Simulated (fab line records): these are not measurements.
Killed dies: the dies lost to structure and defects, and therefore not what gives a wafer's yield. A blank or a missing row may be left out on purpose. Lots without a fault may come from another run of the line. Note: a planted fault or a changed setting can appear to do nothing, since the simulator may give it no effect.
A sampling plan put to the test -- flow berkeley-cmos170 -- one fab line, 33 faults that these records tell of, each judged on the records of the lots that it struck
What counts as the plan is the set of the line's own looks, namely the steps on the route at which a gauge or an inspection reads a wafer and does not change it. A look is open to judgement when struck wafers have a number at it and the file gives its usual mean and standard deviation on fault-free wafers. Caught: at a look after the fault's first step, the mean of the struck wafers lies 4 or more of those standard deviations (sigma) from the usual mean. On the tool: here the same test is run on the tool's own readings at the fault's steps. Caught also covers a different recipe on the struck wafers, or a record left blank for those wafers only.

## THE FAULTS, as the simulator had put them in
1. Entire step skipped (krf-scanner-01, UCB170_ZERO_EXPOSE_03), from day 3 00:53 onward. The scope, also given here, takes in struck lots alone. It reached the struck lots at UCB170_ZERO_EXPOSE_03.
2. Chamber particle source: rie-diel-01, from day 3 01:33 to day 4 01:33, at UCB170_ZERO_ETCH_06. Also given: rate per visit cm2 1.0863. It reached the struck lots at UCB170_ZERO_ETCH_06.
3. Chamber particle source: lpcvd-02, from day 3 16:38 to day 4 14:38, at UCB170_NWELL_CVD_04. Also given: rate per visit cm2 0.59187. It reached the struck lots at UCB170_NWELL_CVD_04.
4. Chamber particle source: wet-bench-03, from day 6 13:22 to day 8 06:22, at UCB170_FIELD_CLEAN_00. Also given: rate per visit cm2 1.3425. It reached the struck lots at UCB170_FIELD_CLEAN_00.
5. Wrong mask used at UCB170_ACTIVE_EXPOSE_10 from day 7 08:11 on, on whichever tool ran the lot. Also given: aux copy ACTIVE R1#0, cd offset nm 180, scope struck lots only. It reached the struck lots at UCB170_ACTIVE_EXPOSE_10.
6. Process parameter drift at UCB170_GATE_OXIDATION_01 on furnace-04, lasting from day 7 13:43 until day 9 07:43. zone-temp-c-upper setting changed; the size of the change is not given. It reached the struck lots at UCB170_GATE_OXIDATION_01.
7. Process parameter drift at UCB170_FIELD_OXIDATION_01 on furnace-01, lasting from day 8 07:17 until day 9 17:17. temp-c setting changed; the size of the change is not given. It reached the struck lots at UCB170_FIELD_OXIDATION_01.
8. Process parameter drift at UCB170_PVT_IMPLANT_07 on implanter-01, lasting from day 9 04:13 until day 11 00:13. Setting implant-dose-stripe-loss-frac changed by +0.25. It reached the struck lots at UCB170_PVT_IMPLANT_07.
9. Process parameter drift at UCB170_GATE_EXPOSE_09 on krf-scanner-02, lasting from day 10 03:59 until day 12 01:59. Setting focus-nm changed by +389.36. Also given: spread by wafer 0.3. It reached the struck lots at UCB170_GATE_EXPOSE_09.
10. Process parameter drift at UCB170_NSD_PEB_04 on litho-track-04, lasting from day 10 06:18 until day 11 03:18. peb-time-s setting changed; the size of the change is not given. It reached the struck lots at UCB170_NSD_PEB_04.
11. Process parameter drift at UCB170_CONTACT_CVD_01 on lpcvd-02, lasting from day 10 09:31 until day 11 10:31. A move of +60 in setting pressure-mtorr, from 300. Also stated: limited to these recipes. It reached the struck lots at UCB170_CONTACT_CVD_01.
12. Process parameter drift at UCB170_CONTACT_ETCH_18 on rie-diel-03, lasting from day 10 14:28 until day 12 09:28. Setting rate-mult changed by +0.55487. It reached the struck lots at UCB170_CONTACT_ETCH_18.
13. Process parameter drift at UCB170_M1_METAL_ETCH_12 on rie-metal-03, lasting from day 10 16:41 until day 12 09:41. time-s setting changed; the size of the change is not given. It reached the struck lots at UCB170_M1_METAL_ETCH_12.
14. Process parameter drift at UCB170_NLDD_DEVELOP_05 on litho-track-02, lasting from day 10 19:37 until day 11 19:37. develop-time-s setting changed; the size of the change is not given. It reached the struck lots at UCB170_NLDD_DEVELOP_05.
15. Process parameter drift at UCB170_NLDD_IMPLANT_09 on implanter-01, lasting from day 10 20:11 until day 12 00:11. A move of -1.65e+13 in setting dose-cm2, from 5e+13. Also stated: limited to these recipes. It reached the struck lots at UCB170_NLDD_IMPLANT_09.
16. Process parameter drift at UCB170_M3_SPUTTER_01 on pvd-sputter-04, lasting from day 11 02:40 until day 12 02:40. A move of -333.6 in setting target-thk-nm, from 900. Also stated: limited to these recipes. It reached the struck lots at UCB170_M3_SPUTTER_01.
17. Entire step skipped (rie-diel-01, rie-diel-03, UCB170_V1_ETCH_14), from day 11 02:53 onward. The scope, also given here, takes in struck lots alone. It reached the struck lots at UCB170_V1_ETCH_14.
18. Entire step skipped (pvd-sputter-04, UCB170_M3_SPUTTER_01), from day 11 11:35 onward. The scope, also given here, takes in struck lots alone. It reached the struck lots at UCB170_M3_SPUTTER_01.
19. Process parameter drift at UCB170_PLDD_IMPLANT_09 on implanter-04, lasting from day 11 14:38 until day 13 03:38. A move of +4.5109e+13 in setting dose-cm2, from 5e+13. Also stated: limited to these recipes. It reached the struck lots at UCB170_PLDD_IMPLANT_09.
20. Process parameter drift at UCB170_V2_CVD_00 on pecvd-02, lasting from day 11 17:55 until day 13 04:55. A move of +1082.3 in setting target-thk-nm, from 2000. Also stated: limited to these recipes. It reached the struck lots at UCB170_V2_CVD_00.
21. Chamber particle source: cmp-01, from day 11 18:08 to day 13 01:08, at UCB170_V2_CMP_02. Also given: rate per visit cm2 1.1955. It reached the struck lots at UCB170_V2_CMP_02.
22. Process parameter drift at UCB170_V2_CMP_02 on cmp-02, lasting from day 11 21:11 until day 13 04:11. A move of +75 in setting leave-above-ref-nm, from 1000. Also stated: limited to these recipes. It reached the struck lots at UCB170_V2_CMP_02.
23. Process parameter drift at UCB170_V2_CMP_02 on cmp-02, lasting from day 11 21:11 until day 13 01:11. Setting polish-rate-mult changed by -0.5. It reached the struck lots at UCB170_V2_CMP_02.
24. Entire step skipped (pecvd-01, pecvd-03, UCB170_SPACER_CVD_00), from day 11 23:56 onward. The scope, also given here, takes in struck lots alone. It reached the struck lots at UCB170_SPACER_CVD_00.
25. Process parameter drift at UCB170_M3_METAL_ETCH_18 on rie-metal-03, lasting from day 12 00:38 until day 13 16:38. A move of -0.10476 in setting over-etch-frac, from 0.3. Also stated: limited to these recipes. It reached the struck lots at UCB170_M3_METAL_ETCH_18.
26. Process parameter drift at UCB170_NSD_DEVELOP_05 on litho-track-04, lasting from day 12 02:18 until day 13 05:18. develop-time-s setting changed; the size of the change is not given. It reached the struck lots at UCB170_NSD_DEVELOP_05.
27. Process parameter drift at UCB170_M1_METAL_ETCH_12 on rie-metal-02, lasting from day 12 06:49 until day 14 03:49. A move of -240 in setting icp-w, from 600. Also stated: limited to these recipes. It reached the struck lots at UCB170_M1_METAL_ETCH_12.
28. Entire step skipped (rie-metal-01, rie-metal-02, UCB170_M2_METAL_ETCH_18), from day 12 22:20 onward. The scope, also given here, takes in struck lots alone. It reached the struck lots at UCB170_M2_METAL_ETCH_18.
29. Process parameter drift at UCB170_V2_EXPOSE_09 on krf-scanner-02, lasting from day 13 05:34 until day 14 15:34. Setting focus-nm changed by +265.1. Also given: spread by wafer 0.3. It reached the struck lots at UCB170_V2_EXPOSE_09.
30. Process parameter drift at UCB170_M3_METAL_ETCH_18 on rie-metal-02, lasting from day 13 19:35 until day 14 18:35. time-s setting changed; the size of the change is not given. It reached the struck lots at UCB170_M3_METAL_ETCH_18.
31. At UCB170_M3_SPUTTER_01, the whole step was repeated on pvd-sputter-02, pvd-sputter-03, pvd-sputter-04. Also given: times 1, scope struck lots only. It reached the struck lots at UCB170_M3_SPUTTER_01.
32. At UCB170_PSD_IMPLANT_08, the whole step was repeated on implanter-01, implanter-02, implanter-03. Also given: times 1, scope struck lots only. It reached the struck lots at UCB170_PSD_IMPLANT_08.
33. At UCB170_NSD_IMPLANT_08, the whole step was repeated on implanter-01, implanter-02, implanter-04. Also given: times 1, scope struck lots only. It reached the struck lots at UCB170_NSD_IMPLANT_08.

## WHAT THE PLAN SAW
fault,on the tool itself,first look that catches it,"reading, sigma",median hours from its first step to that look,hours from the fault's start to the first struck lot there,judged looks passed uncaught
1,no reading that can be judged,no look after it can be judged,-,-,-,0
2,under 2 sigma,none of the 3 looks that can be judged after it,-,-,-,3
3,under 2 sigma,no look after it can be judged,-,-,-,0
4,no reading that can be judged,none of the 2 looks that can be judged after it,-,-,-,2
5,no reading that can be judged,UCB170_ACTIVE_CD_MEAS_13,cd-nm +99 or beyond,0.4,4,0
6,under 2 sigma,UCB170_GATE_THK_MEAS_02,GATE_OXIDE_THK +5.4,1.5,12,0
7,tube-center-temp-C +84 sigma,none of the 7 looks that can be judged after it,"strongest: FIELD_OXIDE_LEFT_1_THK at UCB170_FIELD_THK_MEAS_90, +2.7",-,-,7
8,no reading that can be judged,none of the 8 looks that can be judged after it,-,-,-,8
9,under 2 sigma,UCB170_GATE_CD_MEAS_12,cd-nm -15,0.6,12,0
10,no reading that can be judged,UCB170_NSD_CD_MEAS_06,cd-nm +5.8,0.3,8,0
11,pressure-mtorr +99 or beyond sigma,UCB170_CONTACT_THK_MEAS_02,CONTACT_PSG_THK +11,1.8,9,0
12,under 2 sigma,no look after it can be judged,-,-,-,0
13,run-length-s -36 sigma,no look after it can be judged,-,-,-,0
14,no reading that can be judged,UCB170_NLDD_TW_MEAS_11,NLDD_TW -99 or beyond,0.8,1,0
15,dose-ions-cm2 -99 or beyond sigma,UCB170_NLDD_TW_MEAS_11,NLDD_TW -11,0.2,1,0
16,under 2 sigma,UCB170_M3_RS_MEAS_02,M3_AL_RS +46,0.1,9,0
17,the tool's record is blank for the struck wafers,no look after it can be judged,-,-,-,0
18,the tool's record is blank for the struck wafers,no look after it can be judged,-,-,-,0
19,dose-ions-cm2 +99 or beyond sigma,UCB170_PLDD_TW_MEAS_11,PLDD_TW +27,0.2,1,0
20,under 2 sigma,UCB170_V2_THK_MEAS_01,V2_TEOS_THK +38,0.2,11,0
21,under 2 sigma,no look after it can be judged,-,-,-,0
22,under 2 sigma,UCB170_V2_THK_MEAS_04,V2_POLISHED_THK +53,3.0,13,1
23,under 2 sigma,UCB170_V2_THK_MEAS_04,V2_POLISHED_THK +99 or beyond,0.3,9,0
24,the tool's record is blank for the struck wafers,no look after it can be judged,-,-,-,0
25,only faintly: oes-product-au +2.3 sigma,no look after it can be judged,-,-,-,0
26,under 2 sigma,UCB170_NSD_TW_MEAS_10,NSD_TW -99 or beyond,1.1,1,0
27,rf-fwd-power-W -99 or beyond sigma,not the one look that can be judged after it,"strongest: cd-nm at UCB170_M1_CD_MEAS_90, +3.5",-,-,1
28,the tool's record is blank for the struck wafers,no look after it can be judged,-,-,-,0
29,exposure-dose-mJ-cm2 -6.4 sigma,UCB170_V2_CD_MEAS_12,cd-nm +5.4,0.9,13,0
30,run-length-s +99 or beyond sigma,no look after it can be judged,-,-,-,0
31,under 2 sigma,UCB170_M3_RS_MEAS_02,M3_AL_RS -36,0.4,-,0
32,under 2 sigma,UCB170_PSD_TW_MEAS_10,PSD_TW +53,0.7,-,0
33,under 2 sigma,UCB170_NSD_TW_MEAS_10,NSD_TW +11,0.6,-,0
Dash: fault not caught, or number not given in these records.

Caught at a look: 17 of 33. Caught on the tool: 12 of 33. By one or the other: 25 of 33.
Faults caught by the tool alone: 7, 13, 17, 18, 24, 27, 28, 30.
Caught at a look alone: faults 5, 6, 9, 10, 14, 16, 20, 22, 23, 26, 31, 32, 33.
Caught by neither: faults 1, 2, 3, 4, 8, 12, 21, 25.

## THINNER SAMPLING
In the worst case, this is how late the first struck lot would be measured if the look that catches a fault measured only every second or every third lot, by lot number:
fault,"struck lots at that look, in order of time",every lot,every second lot,every third lot
5,L922,4 h,may miss it,may miss it
6,"L655, L654",12 h,12 h,may miss all 2
9,"L397, L400",12 h,12 h,may miss all 2
10,"L963, L964",8 h,8 h,may miss all 2
11,"L379, L380",9 h,11 h,may miss all 2
14,"L363, L361",1 h,may miss all 2,may miss all 2
15,"L966, L969",1 h,21 h,may miss all 2
16,"L350, L352",9 h,may miss all 2,may miss all 2
19,"L836, L839",1 h,13 h,may miss all 2
20,"L333, L331",11 h,may miss all 2,may miss all 2
22,"L538, L536, L539",13 h,29 h,may miss all 3
23,"L491, L493, L494",9 h,26 h,may miss all 3
26,"L145, L148",1 h,20 h,may miss all 2
29,L891,13 h,may miss it,may miss it
Hours are from the fault's start to the first struck lot that is measured. The limit of 4 sigma was tested on all struck wafers together, so one lot alone may lie under it. Other struck lots may not be in these records.

## THE LONGEST TIMED WAY FROM STEP TO LOOK
In fault 22, a median of 3.0 hours elapses between UCB170_V2_CMP_02 and UCB170_V2_THK_MEAS_04. The look between them that can be judged stayed within 4 sigma: UCB170_V2_BOW_MEAS_03.
